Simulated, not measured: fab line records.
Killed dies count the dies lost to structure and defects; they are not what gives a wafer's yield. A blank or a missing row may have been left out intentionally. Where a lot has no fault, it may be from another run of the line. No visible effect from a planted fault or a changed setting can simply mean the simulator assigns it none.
Struck lot and sound lot, side by side :: flow rit_cmos :: 13 steps out of a route of 202
Sound: the wafers L759.1, L759.2, L759.5. The struck wafers were L758.3, L758.4, L758.5. The cause comes at the end.
Per side, at each step with rows, come the tool, then ch with its chambers, and then its first start. Under that, the readings that differ: sound wafers :: struck wafers :: difference of the means :: sigmas: that difference in standard deviations of wafers without a fault.
alike: a reading whose means differ by less than 2 such deviations, as well as words and numbers matching on both sides. not compared: withheld readings; readings where some wafer has no value; bounds like >300 that might hide an equal value; numbers whose values overlap and for which the record gives no deviation.
The two part at a step that has a row with sigmas, a row that says differs or no value, or rows on one side only. Numbers that have no deviation but don't overlap get no sigmas and don't part them. A reading missing from all wafers of one side parts the sides only when that side holds two or more wafers.

first, 1 step without rows for these wafers: RIT_SDANNEAL_CLEAN_02 (cleans in SC2, time 600 s).
RIT_SDANNEAL_RTA_03: time 5 s.
  sound on rtp_anneal-01 ch 0, day 6 01:44; struck on rtp_anneal-02 ch 0, day 5 19:45
reading: anneal_temp_c_max
sound: 1054.0 1053.1 1054.0
struck: 1058.4 1054.0 1056.5
difference: +2.6
sigmas: +2

reading: chamber_o2_ppm
sound: 2.026 2.055 2.047
struck: 1.979 1.985 2.001
difference: -0.054
sigmas: -2
  alike: wafer_temp_C_max
RIT_SDANNEAL_RS_MEAS_04: a four-point-probe measurement.
  sound: film_metro-03 at day 6 01:47; struck: film_metro-01 at day 5 19:50
  alike: PSD_RS
RIT_SDANNEAL_RS_MEAS_05: a four-point-probe measurement.
  sound: film_metro-03 at day 6 01:55; struck: film_metro-01 at day 5 19:57
  alike: NSD_RS
RIT_SDANNEAL_RS_MEAS_06: a four-point-probe measurement.
  sound: film_metro-03 at day 6 02:02; struck: film_metro-01 at day 5 20:04
  alike: PLDD_RS
RIT_SDANNEAL_RS_MEAS_07: a four-point-probe measurement.
  sound: film_metro-03 at day 6 02:09; struck: film_metro-01 at day 5 20:11
  alike: NLDD_RS
then, 1 step without rows for these wafers: RIT_SILICIDE_WET_ETCH_00 (etches SiO2 in BOE, target depth 14 nm, time 15 s).
RIT_SILICIDE_SPUTTER_01: material Ti, target thk 30 nm, time 240 s.
  sound: pvd_sputter-01 at day 6 02:17; struck: pvd_sputter-03 at day 5 20:17
  alike: throttle_valve_pct
RIT_SILICIDE_RS_MEAS_02: a four-point-probe measurement.
  sound: film_metro-04 at day 6 02:26; struck: film_metro-04 at day 5 20:28
  alike: SILICIDE_TI_RS
RIT_SILICIDE_THK_MEAS_03: measures by xrf.
  sound: film_metro-04 at day 6 02:33; struck: film_metro-04 at day 5 20:34
  alike: SILICIDE_TI_THK
RIT_SILICIDE_RTA_04: time 10 s, ramp up 5 s, ramp down 5 s.
  sound on rtp_anneal-02 ch 0, day 6 02:37; struck on rtp_anneal-01 ch 0, day 5 20:38
  alike: anneal_temp_c_max, chamber_o2_ppm, wafer_temp_C_max
then, 1 step without rows for these wafers: RIT_SILICIDE_WET_ETCH_05 (etches Ti in SPM, time 120 s).
RIT_SILICIDE_RTA_06: time 10 s, ramp up 5 s, ramp down 10 s.
  sound on rtp_anneal-01 ch 0, day 6 02:43; struck on rtp_anneal-02, day 5 20:44
  no value came back on the struck wafers for anneal_temp_c_max, chamber_o2_ppm, wafer_temp_C_max; on the sound wafers anneal_temp_c_max reads 752.6 752.2 752.5

## WHERE THEY PART
First at RIT_SDANNEAL_RTA_03; last, within this record, at RIT_SILICIDE_RTA_06.

WHY: what the simulator had put in
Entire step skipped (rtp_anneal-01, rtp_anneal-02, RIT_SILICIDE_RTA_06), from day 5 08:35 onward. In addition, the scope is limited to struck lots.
